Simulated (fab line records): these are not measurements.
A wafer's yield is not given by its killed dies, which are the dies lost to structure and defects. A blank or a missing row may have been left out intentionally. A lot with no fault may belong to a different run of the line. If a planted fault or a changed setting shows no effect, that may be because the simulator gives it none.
Check for tools in common / flow rit_cmos / Sample size 14 lots and 42 wafers

== WHY THIS WAS OPENED ==
At RIT_CONTACT_CD_MEAS_08 the reading cd_nm is flagged on 2 of 14 lots. No-fault wafers: 999.9 nm, standard deviation 2.2.
Rule: flag the lot when none of its wafers has a number, or when each of its wafers that has one lies beyond 4 standard deviations from that mean. As for the other lots, they are considered sound.

lot=L789; measured=day 3 07:50; on=cd_sem-02; cd_nm (nm), wafer by wafer=1000.6 1000.8 999.7; flag=
lot=L790; measured=day 3 14:42; on=cd_sem-01; cd_nm (nm), wafer by wafer=996.0 996.8 997.5; flag=
lot=L791; measured=day 3 20:59; on=cd_sem-01; cd_nm (nm), wafer by wafer=1001.4 1001.9 1000.5; flag=
lot=L792; measured=day 4 00:34; on=cd_sem-01; cd_nm (nm), wafer by wafer=998.0 997.2 996.7; flag=
lot=L793; measured=day 4 03:52; on=cd_sem-02; cd_nm (nm), wafer by wafer=1000.7 1001.2 1001.8; flag=
lot=L795; measured=day 4 15:23; on=cd_sem-02; cd_nm (nm), wafer by wafer=999.3 999.0 997.0; flag=
lot=L796; measured=day 4 21:11; on=cd_sem-02; cd_nm (nm), wafer by wafer=1001.1 1000.0 998.4; flag=
lot=L797; measured=day 5 00:29; on=cd_sem-01; cd_nm (nm), wafer by wafer=1000.8 999.4 997.8; flag=
lot=L798; measured=day 5 06:04; on=cd_sem-02; cd_nm (nm), wafer by wafer=1003.2 1001.9 1002.5; flag=
lot=L799; measured=day 5 11:08; on=cd_sem-01; cd_nm (nm), wafer by wafer=995.7 995.9 996.8; flag=
lot=L800; measured=day 5 20:39; on=cd_sem-02; cd_nm (nm), wafer by wafer=998.3 999.6 1001.3; flag=
lot=L801; measured=day 5 22:42; on=cd_sem-01; cd_nm (nm), wafer by wafer=999.4 999.3 997.8; flag=
lot=L808; measured=day 7 08:25; on=cd_sem-01; cd_nm (nm), wafer by wafer=1011.6 1010.0 1010.0; flag=FLAGGED
lot=L809; measured=day 7 12:31; on=cd_sem-01; cd_nm (nm), wafer by wafer=1010.2 1014.8 1013.1; flag=FLAGGED
The mean of the flagged lots' numbers is 1011.6 nm, +11.7 nm from the usual (+5 standard deviations).

== TOOL THAT RAN EACH LOT ==
The record keeps 1 process step preceding the reading, out of 202 steps on the route. Each cell gives the tool, then ch followed by the chambers the sampled wafers passed through, then the start.
lot=L789; flag=; RIT_CONTACT_DEVELOP_07=litho_track-02 ch 0, day 3 07:00
lot=L790; flag=; RIT_CONTACT_DEVELOP_07=litho_track-02 ch 0, day 3 14:00
lot=L791; flag=; RIT_CONTACT_DEVELOP_07=litho_track-01 ch 0, day 3 20:00
lot=L792; flag=; RIT_CONTACT_DEVELOP_07=litho_track-01 ch 0, day 4 00:00
lot=L793; flag=; RIT_CONTACT_DEVELOP_07=litho_track-02 ch 0, day 4 03:00
lot=L795; flag=; RIT_CONTACT_DEVELOP_07=litho_track-03 ch 0, day 4 15:00
lot=L796; flag=; RIT_CONTACT_DEVELOP_07=litho_track-03 ch 0, day 4 21:00
lot=L797; flag=; RIT_CONTACT_DEVELOP_07=litho_track-01 ch 0, day 5 00:00
lot=L798; flag=; RIT_CONTACT_DEVELOP_07=litho_track-02 ch 0, day 5 05:00
lot=L799; flag=; RIT_CONTACT_DEVELOP_07=litho_track-01 ch 0, day 5 10:00
lot=L800; flag=; RIT_CONTACT_DEVELOP_07=litho_track-02 ch 0, day 5 20:00
lot=L801; flag=; RIT_CONTACT_DEVELOP_07=litho_track-02 ch 0, day 5 22:00
lot=L808; flag=FLAGGED; RIT_CONTACT_DEVELOP_07=litho_track-02 ch 0, day 7 08:00
lot=L809; flag=FLAGGED; RIT_CONTACT_DEVELOP_07=litho_track-02 ch 0, day 7 12:00
What is done by these steps:
- RIT_CONTACT_DEVELOP_07: develop time 120 s.
- RIT_CONTACT_CD_MEAS_08: target cd 1000 nm.

== FLAGGED AGAINST TOTAL, ONE TOOL AT A TIME (gauges that did the reading follow at the end) ==
step=RIT_CONTACT_DEVELOP_07; tool=litho_track-01; lots run=4; flagged=0; share of the flagged lots=none; sound lots run after its first flagged lot=-
step=RIT_CONTACT_DEVELOP_07; tool=litho_track-02; lots run=8; flagged=2; share of the flagged lots=all; sound lots run after its first flagged lot=0
step=RIT_CONTACT_DEVELOP_07; tool=litho_track-03; lots run=2; flagged=0; share of the flagged lots=none; sound lots run after its first flagged lot=-
step=RIT_CONTACT_CD_MEAS_08; tool=cd_sem-01; lots run=8; flagged=2; share of the flagged lots=all; sound lots run after its first flagged lot=0
step=RIT_CONTACT_CD_MEAS_08; tool=cd_sem-02; lots run=6; flagged=0; share of the flagged lots=none; sound lots run after its first flagged lot=-

== THE TABLE: WHAT IT ALLOWS ==
In 2 table rows, all flagged lots were run: litho_track-02 (RIT_CONTACT_DEVELOP_07), cd_sem-01 (RIT_CONTACT_CD_MEAS_08).
- litho_track-02 at RIT_CONTACT_DEVELOP_07 ran 8 lots, 2 of them flagged. Its last sound lot is L801 (day 5 22:00), its first flagged lot L808 (day 7 08:00): a fault that began between those two fits.
- cd_sem-01 at RIT_CONTACT_CD_MEAS_08 ran 8 lots, 2 of them flagged. Its last sound lot is L801 (day 5 22:42), its first flagged lot L808 (day 7 08:25): a fault that began between those two fits.
A lot count leaves these 2 tools indistinguishable: every one of them fits a fault beginning at some hour. More lots, or a look at what each step does to the wafer, might.

== WHAT THE SIMULATOR HAD PUT IN ==
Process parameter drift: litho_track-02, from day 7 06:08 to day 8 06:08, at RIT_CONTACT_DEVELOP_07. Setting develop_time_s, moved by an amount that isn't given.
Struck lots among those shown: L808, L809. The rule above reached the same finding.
